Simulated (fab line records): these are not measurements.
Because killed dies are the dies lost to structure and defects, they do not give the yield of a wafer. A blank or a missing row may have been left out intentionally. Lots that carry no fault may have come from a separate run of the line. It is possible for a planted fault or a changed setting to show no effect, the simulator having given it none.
Matching of chambers / flow berkeleyCmos170 / rieDiel-02 running UCB170_PWELL_ETCH_14: 3 sister chambers
The step etches Si3N4 in CH3F/Ar/O2, stops on SiO2, target depth 242 nm, time 151 s. 6 wafers are shown with their chamber, then 4 later ones without.

== EACH WAFER AND ITS CHAMBER ==
wafer=L221.4; chamber=1; throttleValvePct (%)=8.00; drypumpMotorCurrentA (A)=6.4
wafer=L222.1; chamber=1; throttleValvePct (%)=7.99; drypumpMotorCurrentA (A)=6.4
wafer=L224.5; chamber=2; throttleValvePct (%)=8.33; drypumpMotorCurrentA (A)=6.1
wafer=L224.6; chamber=3; throttleValvePct (%)=8.06; drypumpMotorCurrentA (A)=6.5
wafer=L225.2; chamber=2; throttleValvePct (%)=8.33; drypumpMotorCurrentA (A)=6.0
wafer=L225.3; chamber=3; throttleValvePct (%)=8.07; drypumpMotorCurrentA (A)=6.5

== WAFERS WITHOUT THEIR CHAMBER ==
wafer=L241.2; throttleValvePct (%)=8.00; drypumpMotorCurrentA (A)=6.5
wafer=L241.4; throttleValvePct (%)=8.06; drypumpMotorCurrentA (A)=6.5
wafer=L241.5; throttleValvePct (%)=8.34; drypumpMotorCurrentA (A)=6.0
wafer=L242.1; throttleValvePct (%)=7.98; drypumpMotorCurrentA (A)=6.4

== EACH ONE'S CHAMBER ==
wafer=L241.2; from the rows above=1; in truth=1
wafer=L241.4; from the rows above=3; in truth=3
wafer=L241.5; from the rows above=2; in truth=2
wafer=L242.1; from the rows above=1; in truth=1
Placed correctly: 4 of 4. Left unplaced by these rows: 0. Number placed wrongly: 0.
How it was worked out, from the rows above alone: a wafer's distance from a chamber is the root of the sum, over the readings, of the square of ((its reading less the chamber's mean) divided by the reading's scatter). If the next closest chamber is less than 2 further off than the closest, the wafer can't be placed; otherwise it belongs to the closest. A chamber's mean is the mean of its shown wafers. How the scatter is found: for the shown wafers, subtract from each reading the mean of its chamber, square and add these, divide the total by (wafers less chambers), then take the root.
